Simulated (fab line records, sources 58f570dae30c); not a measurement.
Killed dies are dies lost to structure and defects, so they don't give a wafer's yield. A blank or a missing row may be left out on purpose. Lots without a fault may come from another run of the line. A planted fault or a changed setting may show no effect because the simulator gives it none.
Which tool did it? | flow berkeley_cmos170 | 14 lots, 42 wafers sampled, at 7 steps of a route of 331

WHAT THE GAUGES READ, wafer by wafer
UCB170_PLDD_OVL_MEAS_07.
lot  | measured     | on         | PLDD_OVL (nm)
L984 | day 7 04:36  | overlay-02 | -1 -3 2
L985 | day 7 15:45  | overlay-01 | 1 8 10
L986 | day 7 15:52  | overlay-01 | -2 0 2
L987 | day 8 04:32  | overlay-01 | 8 8 5
L991 | day 8 19:52  | overlay-01 | -9 -5 -13
L992 | day 8 20:26  | overlay-02 | -4 4 -6
L996 | day 10 11:29 | overlay-01 | 3 5 9
L998 | day 10 18:35 | overlay-02 | 5 10 2
L997 | day 10 19:08 | overlay-01 | 1 -1 8
L100 | day 11 14:14 | overlay-01 | 2 -3 5
L101 | day 11 14:43 | overlay-01 | 5 9 -1
L103 | day 11 21:28 | overlay-01 | 2 2 2
L106 | day 12 17:12 | overlay-02 | -11 -5 -11
L107 | day 13 15:33 | overlay-01 | 7 8 -1

UCB170_NSD_OVL_MEAS_07.
lot  | measured     | on         | NSD_OVL (nm)
L984 | day 7 20:13  | overlay-01 | 1 5 0
L985 | day 8 07:10  | overlay-01 | 2 -7 -13
L986 | day 8 06:37  | overlay-02 | 1 4 6
L987 | day 8 19:58  | overlay-02 | 10 8 5
L991 | day 9 10:34  | overlay-02 | 8 10 12
L992 | day 9 11:34  | overlay-02 | -6 1 -4
L996 | day 11 01:17 | overlay-02 | -8 -14 0
L998 | day 11 01:50 | overlay-02 | -3 -8 2
L997 | day 11 07:36 | overlay-02 | 8 10 10
L100 | day 12 05:22 | overlay-01 | 10 0 0
L101 | day 12 05:05 | overlay-02 | 4 6 -1
L103 | day 12 06:50 | overlay-02 | -5 -5 -3
L106 | day 13 22:40 | overlay-01 | 2 -4 4
L107 | day 14 06:25 | overlay-02 | 7 1 4

UCB170_M1_RS_MEAS_01: measures by four-point-probe.
lot  | measured     | on            | M1_AL_RS (ohm/sq)
L984 | day 8 05:31  | film_metro-01 | 0.0475 0.0478 0.0479
L985 | day 8 15:56  | film_metro-01 | 0.0483 0.0484 0.0483
L986 | day 8 13:40  | film_metro-04 | 0.0473 0.0481 0.0476
L987 | day 9 04:03  | film_metro-01 | 0.0483 0.0479 0.0482
L991 | day 9 20:56  | film_metro-02 | 0.0490 0.0497 0.0498
L992 | day 9 20:33  | film_metro-02 | 0.0478 0.0479 0.0474
L996 | day 11 08:59 | film_metro-02 | 0.1495 0.0477 0.0479
L998 | day 11 10:45 | film_metro-01 | 0.0484 0.0486 0.0482
L997 | day 11 15:44 | film_metro-01 | 0.1604 0.1592 0.0485
L100 | day 12 14:13 | film_metro-01 | 0.0491 0.0489 0.0487
L101 | day 12 12:02 | film_metro-04 | 0.0470 0.0480 0.0471
L103 | day 12 14:50 | film_metro-02 | 0.0486 0.0489 0.0487
L106 | day 14 07:29 | film_metro-04 | 0.0480 0.0474 0.0477
L107 | day 14 17:27 | film_metro-01 | 0.0473 0.0480 0.0478

UCB170_M1_THK_MEAS_02: measures by xrf.
lot  | measured     | on            | M1_AL_THK (nm)
L984 | day 8 05:36  | film_metro-01 | 631 620 627
L985 | day 8 16:03  | film_metro-01 | 615 616 617
L986 | day 8 13:46  | film_metro-04 | 619 610 619
L987 | day 9 04:10  | film_metro-01 | 617 620 611
L991 | day 9 21:03  | film_metro-02 | 602 593 595
L992 | day 9 20:40  | film_metro-02 | 616 614 624
L996 | day 11 09:06 | film_metro-02 | 206 617 615
L998 | day 11 10:52 | film_metro-01 | 614 610 614
L997 | day 11 15:50 | film_metro-01 | 192 195 608
L100 | day 12 14:19 | film_metro-01 | 605 605 605
L101 | day 12 12:08 | film_metro-04 | 617 608 619
L103 | day 12 14:57 | film_metro-02 | 610 610 604
L106 | day 14 07:35 | film_metro-04 | 610 616 613
L107 | day 14 17:34 | film_metro-01 | 625 615 620

UCB170_M3_CD_MEAS_90: target cd 700 nm.
lot  | measured     | on        | cd_nm (nm)
L984 | day 8 21:17  | cd_sem-01 | 705 706 701
L985 | day 9 06:20  | cd_sem-02 | 698 705 703
L986 | day 9 03:28  | cd_sem-01 | 700 705 705
L987 | day 9 18:52  | cd_sem-01 | 707 706 702
L991 | day 10 12:07 | cd_sem-01 | 707 710 712
L992 | day 10 09:58 | cd_sem-02 | 706 710 706
L996 | day 12 02:43 | cd_sem-02 | 703 699 702
L998 | day 12 03:58 | cd_sem-01 | 699 704 700
L997 | day 12 11:52 | cd_sem-01 | 699 697 701
L100 | day 14 02:04 | cd_sem-02 | 705 702 705
L101 | day 13 22:37 | cd_sem-02 | 700 702 702
L103 | day 14 02:30 | cd_sem-01 | 699 706 704
L106 | day 15 03:15 | cd_sem-01 | 699 704 700
L107 | day 15 13:50 | cd_sem-02 | 706 704 708

WHICH TOOL RAN EACH LOT (tool, then ch and the chambers of the sampled wafers, then the start)
lot  | UCB170_M1_SPUTTER_00         | UCB170_M1_METAL_ETCH_12
L984 | pvd_sputter-03, day 8 05:23  | rie_metal-04 ch 0,1, day 8 06:43
L985 | pvd_sputter-02, day 8 15:52  | rie_metal-04 ch 0,1, day 8 17:55
L986 | pvd_sputter-02, day 8 13:34  | rie_metal-03 ch 0,1, day 8 15:21
L987 | pvd_sputter-02, day 9 03:58  | rie_metal-01 ch 0,1, day 9 05:41
L991 | pvd_sputter-01, day 9 20:52  | rie_metal-03 ch 0,1, day 9 22:29
L992 | pvd_sputter-02, day 9 20:28  | rie_metal-01 ch 0,1, day 9 22:15
L996 | pvd_sputter-02, day 11 08:55 | rie_metal-03 ch 0, day 11 10:14
L998 | pvd_sputter-01, day 11 10:41 | rie_metal-01 ch 0,1, day 11 11:58
L997 | pvd_sputter-02, day 11 15:37 | rie_metal-04 ch 0,1, day 11 17:28
L100 | pvd_sputter-03, day 12 14:07 | rie_metal-01 ch 0,1, day 12 16:03
L101 | pvd_sputter-03, day 12 11:57 | rie_metal-01 ch 0,1, day 12 13:15
L103 | pvd_sputter-01, day 12 14:46 | rie_metal-04 ch 0,1, day 12 16:52
L106 | pvd_sputter-02, day 14 07:23 | rie_metal-01 ch 0, day 14 08:53
L107 | pvd_sputter-02, day 14 17:23 | rie_metal-01 ch 0,1, day 14 19:32
- UCB170_M1_SPUTTER_00: material Al, target thk 600 nm, time 80 s.
- UCB170_M1_METAL_ETCH_12: etches Al in Cl2/BCl3, stops on PSG, target depth 780 nm, time 130 s.

WHAT THE TOOLS THEMSELVES READ (means of the sampled wafers that have a number; where no wafer has one, the mark that the record gives instead)
UCB170_M1_SPUTTER_00.
lot  | tool           | throttle_valve_pct (%)
L984 | pvd_sputter-03 | 30.5
L985 | pvd_sputter-02 | 30.5
L986 | pvd_sputter-02 | 30.8
L987 | pvd_sputter-02 | 29.9
L991 | pvd_sputter-01 | 31.4
L992 | pvd_sputter-02 | 30.0
L996 | pvd_sputter-02 | 29.9
L998 | pvd_sputter-01 | 31.3
L997 | pvd_sputter-02 | 29.4
L100 | pvd_sputter-03 | 30.5
L101 | pvd_sputter-03 | 30.4
L103 | pvd_sputter-01 | 32.1
L106 | pvd_sputter-02 | 30.9
L107 | pvd_sputter-02 | 30.8

UCB170_M1_METAL_ETCH_12.
lot  | tool         | bias_w (W) | drypump_motor_current_A (A) | oes_product_au (a.u.) | throttle_valve_pct (%)
L984 | rie_metal-04 | 120.0      | 6.1                         | 0.847                 | 24.36
L985 | rie_metal-04 | 119.8      | 6.1                         | 0.838                 | 24.36
L986 | rie_metal-03 | 119.7      | 5.7                         | 0.837                 | 24.54
L987 | rie_metal-01 | 120.0      | 5.7                         | 0.858                 | 24.35
L991 | rie_metal-03 | 119.8      | 5.8                         | 0.826                 | 24.55
L992 | rie_metal-01 | 119.9      | 5.4                         | 0.851                 | 24.36
L996 | rie_metal-03 | 120.1      | 5.7                         | 0.732                 | 24.46
L998 | rie_metal-01 | 119.7      | 5.7                         | 0.859                 | 24.35
L997 | rie_metal-04 | 120.1      | 6.2                         | 0.627                 | 24.58
L100 | rie_metal-01 | 119.9      | 5.7                         | 0.852                 | 24.34
L101 | rie_metal-01 | 120.2      | 5.4                         | 0.857                 | 24.36
L103 | rie_metal-04 | 119.9      | 6.1                         | 0.831                 | 24.41
L106 | rie_metal-01 | 120.2      | 6.0                         | 0.872                 | 24.32
L107 | rie_metal-01 | 120.2      | 5.4                         | 0.874                 | 24.32

THE ANSWER, worked out from the rows above alone
Rule: what is usual is taken from the lots themselves. Put in order of their means at a reading, lots are off if they are a third of the lots or fewer, leave a main group of 4 or more, and stand apart from it by a gap of 3 or more times the standard deviation of the main group's means; of several such gaps the widest counts. A main group whose means are all the same, to the digits that the tables above print for the reading, isn't used. A lot without any number at a reading at which 4 lots or more have one is off too. The other lots that the step has rows for count as sound. The gauges are gone through in route order, then the tools' own readings, and for those a lot's mean is taken as printed above. The first step at which some lot is off is used, and at that step the reading that is off furthest; a lot without a number counts as furthest.
Off: L996, L997, at UCB170_M1_RS_MEAS_01 (M1_AL_RS). The main group: mean 0.0482 ohm/sq, standard deviation 0.00061.
A tool fits if, at a process step before that reading, it ran every lot that is off, and no sound lot after the first of them. The gauges at UCB170_M1_RS_MEAS_01 aren't tried: what is off there is off at UCB170_M1_METAL_ETCH_12 too, on other tools, and a gauge's error can't cause that. None of those tried fits.

WHAT THE SIMULATOR HAD PUT IN
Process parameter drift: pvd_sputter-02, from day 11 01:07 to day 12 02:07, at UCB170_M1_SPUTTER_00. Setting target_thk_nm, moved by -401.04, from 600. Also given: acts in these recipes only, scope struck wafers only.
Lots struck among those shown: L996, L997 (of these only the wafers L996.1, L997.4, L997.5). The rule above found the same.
